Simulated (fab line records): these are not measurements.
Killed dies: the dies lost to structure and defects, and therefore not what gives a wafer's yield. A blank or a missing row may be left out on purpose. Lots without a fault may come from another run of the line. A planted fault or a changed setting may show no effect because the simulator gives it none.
Split-lot experiment -- flow rit cmos -- 5 lots, 23 wafers read, on a route of 202 steps

## SPLIT DETAILS
At RIT_NWELL_SOFTBAKE_02 (time 60 s), the setting temp c was moved away from the recipe's 90 C on 11 of the 23 wafers read, by -2.7% to +3.1%. All remaining wafers had this setting at the recipe value.

## FROM THE SPLIT TO THE READING: what the file shows between them, 2 steps
- RIT_NWELL_EXPOSE_03: exposes mask M2, target cd 43900 nm
- RIT_NWELL_PEB_04

## THE READING
NOVOLAK_of_NWELL_COAT_01.thk nm (the simulator's own value, which no gauge read), in nm, at RIT_NWELL_DEVELOP_05 (develop time 68 s). There is no usual value for it anywhere in the file. Average 1297 nm, standard deviation 1.8 nm, over the 12 wafers here run with the recipe.

wafer,"tool, chamber at the split","temp c as run, C",against the recipe,"NOVOLAK_of_NWELL_COAT_01.thk nm, nm",against lot-mates on the recipe
L075.1,"litho track-02, 0",90,recipe,1296,-
L075.2,"litho track-02, 0",90,recipe,1294,-
L075.3,"litho track-02, 0",90,recipe,1300,-
L077.1,"litho track-03, 0",92.1,+2.3%,1291,-7
L077.3,"litho track-03, 0",92.1,+2.3%,1291,-7
L077.4,"litho track-03, 0",90,recipe,1297,-
L077.5,"litho track-03, 0",90,recipe,1299,-
L077.6,"litho track-03, 0",92.1,+2.3%,1288,-10
L078.2,"litho track-03, 0",90,recipe,1298,-
L078.3,"litho track-03, 0",90,recipe,1297,-
L078.4,"litho track-03, 0",92.82,+3.1%,1281,-15
L078.5,"litho track-03, 0",90,recipe,1294,-
L078.6,"litho track-03, 0",92.82,+3.1%,1285,-11
L080.1,"litho track-03, 0",87.56,-2.7%,1307,+10
L080.2,"litho track-03, 0",90,recipe,1297,-
L080.6,"litho track-03, 0",90,recipe,1297,-
L080.3,"litho track-03, 0",87.56,-2.7%,1306,+9
L080.4,"litho track-03, 0",87.56,-2.7%,1306,+9
L084.1,"litho track-02, 0",87.72,-2.5%,1310,+11
L084.3,"litho track-02, 0",90,recipe,1299,-
L084.6,"litho track-02, 0",90,recipe,1299,-
L084.4,"litho track-02, 0",87.72,-2.5%,1306,+7
L084.5,"litho track-02, 0",87.72,-2.5%,1307,+8

FIT RESULTS
A straight line over all 23 wafers: NOVOLAK_of_NWELL_COAT_01.thk nm changes by -3.79 nm for each +1% of temp c; r = -0.96; the points scatter about the line by 2.1 nm.
The same after taking each lot's own level away (the mean of its wafers on the recipe; 23 wafers): -3.65 nm for each +1%; r = -0.97; scatter 1.7 nm.
According to that fit, moving temp c by its largest amount changes the reading by 11 nm.
The span of the lots' own levels, 1296.3 to 1299.0 nm, comes to 1.5 times the standard deviation stated above.
Consequently the slope shifts little with the lot-to-lot level, the two slopes agreeing.
Check: -10.9 nm against its lot-mates is what the line predicts for one of the wafers moved furthest among these (+3.1%) when that wafer is left out of the fit. It came out at -15.3 nm against them.

## THE OTHER SPLITS THESE WAFERS WENT THROUGH
These wafers also went through other splits before the reading. Each is held against what the fit with the lots' levels taken away leaves over:
other split on the same wafers,wafers away from the commonest value,r with NOVOLAK_of_NWELL_COAT_01.thk nm (lot level and that fit taken away)
RIT_ACTIVE_OXIDATION_01 ox time s,18,+0.11
RIT_ACTIVE_COAT_06 spin rpm,4,+0.15
RIT_ACTIVE_ETCH_13 pressure mtorr,15,+0.10
RIT_FOX2_OXIDATION_00 ox time s,15,-0.22

## FILE'S OWN FIT
NOVOLAK_of_NWELL_COAT_01.thk nm changes by -3.76 nm for each +1% of temp c, r = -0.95.
